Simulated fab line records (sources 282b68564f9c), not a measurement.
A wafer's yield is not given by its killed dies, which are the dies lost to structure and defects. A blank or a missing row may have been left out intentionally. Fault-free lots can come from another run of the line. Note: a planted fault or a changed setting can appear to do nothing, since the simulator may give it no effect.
Which of the tools did it? / flow rit_cmos / Sampling: 14 lots, 42 wafers, 4 of 202 route steps

## WHAT THE GAUGES READ, wafer by wafer
RIT_PRETRO_TW_MEAS_10. Usual: PRETRO_TW gives 469 (standard deviation 4).
lot=L105; measured=day 2 15:07; on=film_metro-03; PRETRO_TW=463 464 462; flag=
lot=L106; measured=day 2 14:19; on=film_metro-01; PRETRO_TW=475 477 471; flag=
lot=L107; measured=day 2 19:54; on=film_metro-03; PRETRO_TW=463 467 466; flag=
lot=L109; measured=day 3 06:36; on=film_metro-03; PRETRO_TW=469 467 468; flag=
lot=L110; measured=day 3 10:26; on=film_metro-03; PRETRO_TW=468 466 467; flag=
lot=L111; measured=day 3 19:34; on=film_metro-01; PRETRO_TW=471 471 468; flag=
lot=L112; measured=day 3 22:08; on=film_metro-01; PRETRO_TW=470 471 469; flag=
lot=L116; measured=day 4 16:58; on=film_metro-03; PRETRO_TW=464 464 465; flag=
lot=L117; measured=day 5 00:10; on=film_metro-02; PRETRO_TW=470 473 473; flag=
lot=L119; measured=day 5 15:34; on=film_metro-01; PRETRO_TW=470 474 472; flag=
lot=L120; measured=day 5 15:47; on=film_metro-02; PRETRO_TW=473 472 475; flag=
lot=L124; measured=day 6 10:25; on=film_metro-02; PRETRO_TW=473 472 471; flag=
lot=L125; measured=day 6 17:01; on=film_metro-01; PRETRO_TW=477 477 478; flag=
lot=L127; measured=day 6 23:01; on=film_metro-03; PRETRO_TW=469 470 465; flag=

RIT_SDANNEAL_RS_MEAS_05: a four-point-probe measurement. Usual: NSD_RS gives 84.55 ohm/sq (standard deviation 0.3).
lot=L105; measured=day 3 12:34; on=film_metro-04; NSD_RS (ohm/sq)=84.43 84.45 84.33; flag=
lot=L106; measured=day 3 14:07; on=film_metro-01; NSD_RS (ohm/sq)=84.08 84.39 84.39; flag=
lot=L107; measured=day 3 18:47; on=film_metro-04; NSD_RS (ohm/sq)=84.01 83.96 84.07; flag=
lot=L109; measured=day 4 06:08; on=film_metro-01; NSD_RS (ohm/sq)=84.50 84.43 84.60; flag=
lot=L110; measured=day 4 06:33; on=film_metro-02; NSD_RS (ohm/sq)=84.78 84.63 84.73; flag=
lot=L111; measured=day 4 18:56; on=film_metro-01; NSD_RS (ohm/sq)=84.96 85.04 84.69; flag=
lot=L112; measured=day 4 21:42; on=film_metro-04; NSD_RS (ohm/sq)=84.35 84.47 84.71; flag=
lot=L116; measured=day 5 13:04; on=film_metro-04; NSD_RS (ohm/sq)=84.88 84.70 84.75; flag=
lot=L117; measured=day 6 00:38; on=film_metro-02; NSD_RS (ohm/sq)=84.38 84.13 83.94; flag=
lot=L119; measured=day 6 16:23; on=film_metro-04; NSD_RS (ohm/sq)=84.86 84.56 84.77; flag=
lot=L120; measured=day 6 16:27; on=film_metro-01; NSD_RS (ohm/sq)=84.45 84.56 84.26; flag=
lot=L124; measured=day 7 06:56; on=film_metro-01; NSD_RS (ohm/sq)=84.71 84.96 84.55; flag=
lot=L125; measured=day 7 12:15; on=film_metro-01; NSD_RS (ohm/sq)=84.68 84.81 84.67; flag=
lot=L127; measured=day 7 19:09; on=film_metro-01; NSD_RS (ohm/sq)=84.46 84.41 84.73; flag=

## WHICH TOOL RAN EACH LOT (tool, then ch and the chambers of the sampled wafers, then the start)
lot=L105; RIT_ACTIVE_STRIP_14=plasma_asher-01 ch 0, day 1 17:52; RIT_PLDD_STRIP_09=plasma_asher-03 ch 0,1, day 3 06:19
lot=L106; RIT_ACTIVE_STRIP_14=plasma_asher-03 ch 0, day 1 21:00; RIT_PLDD_STRIP_09=plasma_asher-01 ch 0,1, day 3 06:40
lot=L107; RIT_ACTIVE_STRIP_14=plasma_asher-01 ch 0,1, day 2 01:17; RIT_PLDD_STRIP_09=plasma_asher-04 ch 0,1, day 3 12:05
lot=L109; RIT_ACTIVE_STRIP_14=plasma_asher-01 ch 0,1, day 2 11:29; RIT_PLDD_STRIP_09=plasma_asher-01 ch 0,1, day 3 23:51
lot=L110; RIT_ACTIVE_STRIP_14=plasma_asher-02 ch 0,1, day 2 16:44; RIT_PLDD_STRIP_09=plasma_asher-04 ch 0,1, day 4 00:14
lot=L111; RIT_ACTIVE_STRIP_14=plasma_asher-03 ch 0,1, day 2 22:29; RIT_PLDD_STRIP_09=plasma_asher-04 ch 0,1, day 4 12:40
lot=L112; RIT_ACTIVE_STRIP_14=plasma_asher-01 ch 0,1, day 3 02:31; RIT_PLDD_STRIP_09=plasma_asher-01 ch 0,1, day 4 15:11
lot=L116; RIT_ACTIVE_STRIP_14=plasma_asher-01 ch 0,1, day 3 21:50; RIT_PLDD_STRIP_09=plasma_asher-01 ch 0,1, day 5 05:51
lot=L117; RIT_ACTIVE_STRIP_14=plasma_asher-03 ch 0,1, day 4 05:08; RIT_PLDD_STRIP_09=plasma_asher-04 ch 0,1, day 5 18:17
lot=L119; RIT_ACTIVE_STRIP_14=plasma_asher-01 ch 0,1, day 4 18:32; RIT_PLDD_STRIP_09=plasma_asher-01 ch 0,1, day 6 09:40
lot=L120; RIT_ACTIVE_STRIP_14=plasma_asher-03 ch 0,1, day 4 18:47; RIT_PLDD_STRIP_09=plasma_asher-04 ch 0, day 6 10:04
lot=L124; RIT_ACTIVE_STRIP_14=plasma_asher-03 ch 0,1, day 5 14:29; RIT_PLDD_STRIP_09=plasma_asher-03 ch 0,1, day 7 00:20
lot=L125; RIT_ACTIVE_STRIP_14=plasma_asher-03 ch 0,1, day 5 22:42; RIT_PLDD_STRIP_09=plasma_asher-03 ch 0,1, day 7 05:20
lot=L127; RIT_ACTIVE_STRIP_14=plasma_asher-03 ch 0,1, day 6 05:40; RIT_PLDD_STRIP_09=plasma_asher-04 ch 0,1, day 7 11:28
- RIT_ACTIVE_STRIP_14: strips in O2, time 180 s.
- RIT_PLDD_STRIP_09: strips in O2, time 180 s.

## AS READ BY THE TOOLS THEMSELVES (means over the sampled wafers that have a number; for cases with no such wafer, the mark the record gives instead)
RIT_ACTIVE_STRIP_14. Usual: drypump_motor_current_A 5.9 A, standard deviation 0.41; rf_refl_power_W 6.6 W, standard deviation 0.55.
lot=L105; tool=plasma_asher-01; drypump_motor_current_A (A)=5.5; rf_refl_power_W (W)=6.2; flag=
lot=L106; tool=plasma_asher-03; drypump_motor_current_A (A)=5.9; rf_refl_power_W (W)=6.7; flag=
lot=L107; tool=plasma_asher-01; drypump_motor_current_A (A)=5.8; rf_refl_power_W (W)=6.2; flag=
lot=L109; tool=plasma_asher-01; drypump_motor_current_A (A)=5.8; rf_refl_power_W (W)=6.3; flag=
lot=L110; tool=plasma_asher-02; drypump_motor_current_A (A)=5.8; rf_refl_power_W (W)=7.1; flag=
lot=L111; tool=plasma_asher-03; drypump_motor_current_A (A)=5.7; rf_refl_power_W (W)=7.3; flag=
lot=L112; tool=plasma_asher-01; drypump_motor_current_A (A)=5.8; rf_refl_power_W (W)=6.3; flag=
lot=L116; tool=plasma_asher-01; drypump_motor_current_A (A)=5.8; rf_refl_power_W (W)=6.3; flag=
lot=L117; tool=plasma_asher-03; drypump_motor_current_A (A)=5.7; rf_refl_power_W (W)=7.1; flag=
lot=L119; tool=plasma_asher-01; drypump_motor_current_A (A)=6.1; rf_refl_power_W (W)=6.1; flag=
lot=L120; tool=plasma_asher-03; drypump_motor_current_A (A)=5.8; rf_refl_power_W (W)=6.8; flag=
lot=L124; tool=plasma_asher-03; drypump_motor_current_A (A)=5.7; rf_refl_power_W (W)=7.2; flag=
lot=L125; tool=plasma_asher-03; drypump_motor_current_A (A)=5.7; rf_refl_power_W (W)=6.9; flag=
lot=L127; tool=plasma_asher-03; drypump_motor_current_A (A)=5.8; rf_refl_power_W (W)=7.0; flag=

RIT_PLDD_STRIP_09. Usual: drypump_motor_current_A 5.9 A, standard deviation 0.41; rf_refl_power_W 6.6 W, standard deviation 0.54.
lot=L105; tool=plasma_asher-03; drypump_motor_current_A (A)=5.8; rf_refl_power_W (W)=6.9; flag=
lot=L106; tool=plasma_asher-01; drypump_motor_current_A (A)=5.8; rf_refl_power_W (W)=6.3; flag=
lot=L107; tool=plasma_asher-04; drypump_motor_current_A (A)=6.0; rf_refl_power_W (W)=7.0; flag=
lot=L109; tool=plasma_asher-01; drypump_motor_current_A (A)=5.8; rf_refl_power_W (W)=6.3; flag=
lot=L110; tool=plasma_asher-04; drypump_motor_current_A (A)=5.7; rf_refl_power_W (W)=6.5; flag=
lot=L111; tool=plasma_asher-04; drypump_motor_current_A (A)=6.0; rf_refl_power_W (W)=7.0; flag=
lot=L112; tool=plasma_asher-01; drypump_motor_current_A (A)=5.8; rf_refl_power_W (W)=6.2; flag=
lot=L116; tool=plasma_asher-01; drypump_motor_current_A (A)=5.8; rf_refl_power_W (W)=6.3; flag=
lot=L117; tool=plasma_asher-04; drypump_motor_current_A (A)=6.0; rf_refl_power_W (W)=6.9; flag=
lot=L119; tool=plasma_asher-01; drypump_motor_current_A (A)=6.2; rf_refl_power_W (W)=6.1; flag=
lot=L120; tool=plasma_asher-04; drypump_motor_current_A (A)=6.2; rf_refl_power_W (W)=7.5; flag=
lot=L124; tool=plasma_asher-03; drypump_motor_current_A (A)=5.8; rf_refl_power_W (W)=6.9; flag=
lot=L125; tool=plasma_asher-03; drypump_motor_current_A (A)=5.7; rf_refl_power_W (W)=7.0; flag=
lot=L127; tool=plasma_asher-04; drypump_motor_current_A (A)=5.7; rf_refl_power_W (W)=6.5; flag=

## THE ANSWER, worked out from the rows above alone
Rule: take the mean of a lot's wafers that have a number; if it is more than 3 standard deviations from the usual mean, the lot is off. Also off: a lot with no number at a reading for which 4 or more lots have one. The other lots that the step has rows for count as sound. First the gauges in route order, then the tools' own readings, where a lot's mean is used as printed above. The first step at which some lot is off is used, and at that step the reading that is off furthest; a lot without a number counts as furthest.
No lot is off on any of the readings shown, so nothing can be concluded from this.

## WHAT THE SIMULATOR HAD PUT IN
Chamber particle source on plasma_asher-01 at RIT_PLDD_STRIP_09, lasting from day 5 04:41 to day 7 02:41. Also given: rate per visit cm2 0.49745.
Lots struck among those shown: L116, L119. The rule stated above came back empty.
